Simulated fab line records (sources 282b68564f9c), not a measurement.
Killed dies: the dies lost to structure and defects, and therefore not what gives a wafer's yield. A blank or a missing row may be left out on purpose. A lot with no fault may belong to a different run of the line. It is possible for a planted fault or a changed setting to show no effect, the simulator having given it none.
A lot that was struck, set against a sound lot || flow rit_cmos || 18 out of 202 route steps
Sound: these wafers, L697.1, L697.2, L697.5. The struck wafers were L716.1, L716.5, L716.6. The cause is named last.
For every step that has rows: the tool of each side, followed by ch and its chambers, followed by its first start. Under that, the readings that differ: sound wafers || struck wafers || difference of the means || sigmas: that difference in standard deviations of wafers without a fault.
alike: words and numbers the same on both sides, and readings whose means are apart by under 2 such deviations; not compared: readings that were withheld, readings missing a value for some wafer, numbers with overlapping values and no deviation given by the record, and bounds like >300 which may hide the same value.
Wherever a step has rows on one side only, a row that says differs or no value, or a row with sigmas, the two part there. Non-overlapping numbers with no deviation appear without sigmas and do not part them. A reading that every wafer of one side lacks parts them only if that side has two wafers or more.

first, 1 step without rows for these wafers: RIT_SILICIDE_WET_ETCH_00 (etches SiO2 in BOE, target depth 14 nm, time 15 s).
RIT_SILICIDE_SPUTTER_01: material Ti, target thk 30 nm, time 240 s.
  sound on pvd_sputter-02, day 3 07:07; struck on pvd_sputter-01, day 7 06:19
  alike: throttle_valve_pct
RIT_SILICIDE_RS_MEAS_02: measures by four-point-probe.
  sound on film_metro-03, day 3 07:16; struck on film_metro-02, day 7 06:28
  alike: SILICIDE_TI_RS
RIT_SILICIDE_THK_MEAS_03: measures by xrf.
  sound on film_metro-03, day 3 07:23; struck on film_metro-02, day 7 06:35
  alike: SILICIDE_TI_THK
RIT_SILICIDE_RTA_04: time 10 s, ramp up 5 s, ramp down 5 s.
  sound on rtp_anneal-01 ch 0, day 3 07:27; struck on rtp_anneal-02 ch 0, day 7 06:39
  alike: wafer_temp_C_max
then, 1 step without rows for these wafers: RIT_SILICIDE_WET_ETCH_05 (etches Ti in SPM, time 120 s).
RIT_SILICIDE_RTA_06: time 10 s, ramp up 5 s, ramp down 10 s.
  sound on rtp_anneal-02 ch 0, day 3 07:34; struck on rtp_anneal-01 ch 0, day 7 06:46
  alike: wafer_temp_C_max
RIT_CONTACT_CVD_00: deposits SiO2 from TEOS, target thk 400 nm, time 63.28 s.
  sound on pecvd-01 ch 0,1, day 3 07:38; struck on pecvd-04 ch 0,1, day 7 06:50
  alike: heater_power_w
RIT_CONTACT_THK_MEAS_01:
  sound on film_metro-04, day 3 07:41; struck on film_metro-04, day 7 06:53
  alike: CONTACT_TEOS_THK
then, 3 steps without rows for these wafers: RIT_CONTACT_HMDS_02 (prime time 60 s); RIT_CONTACT_COAT_03 (resist thk 1000 nm); RIT_CONTACT_SOFTBAKE_04 (time 60 s).
RIT_CONTACT_EXPOSE_05: exposes mask M11, target cd 1000 nm.
  sound on iline_stepper-01 ch 0, day 3 08:17; struck on iline_stepper-02 ch 0, day 7 07:24
{"reading": "model.CONTACT.overlay_x_nm (nm)", "sound": "0.04204 0.04204 0.04204", "struck": "129.2 129.2 129.2", "difference": "+129.2", "sigmas": ""}
  alike: mask, reticle_temp_C
then, 2 steps without rows for these wafers: RIT_CONTACT_PEB_06; RIT_CONTACT_DEVELOP_07 (develop time 120 s).
RIT_CONTACT_CD_MEAS_08 targets a cd of 1000 nm.
  sound on cd_sem-02, day 3 08:47; struck on cd_sem-02, day 7 07:55
  alike: cd_nm
RIT_CONTACT_OVL_MEAS_09:
  sound on overlay-02, day 3 08:55; struck on overlay-02, day 7 08:14
{"reading": "CONTACT_OVL (nm)", "sound": "1.0 2.4 2.3", "struck": "131.8 131.7 129.3", "difference": "+129.0", "sigmas": "+92"}
  not compared: hold
RIT_M1_PROBE_99:
  sound wafers here have rows in the record (prober-01, day 3 13:57); struck ones have none

WHERE THEY PART
Earliest at RIT_CONTACT_OVL_MEAS_09; latest, in this record, at RIT_M1_PROBE_99.

WHY: what had been put in by the simulator
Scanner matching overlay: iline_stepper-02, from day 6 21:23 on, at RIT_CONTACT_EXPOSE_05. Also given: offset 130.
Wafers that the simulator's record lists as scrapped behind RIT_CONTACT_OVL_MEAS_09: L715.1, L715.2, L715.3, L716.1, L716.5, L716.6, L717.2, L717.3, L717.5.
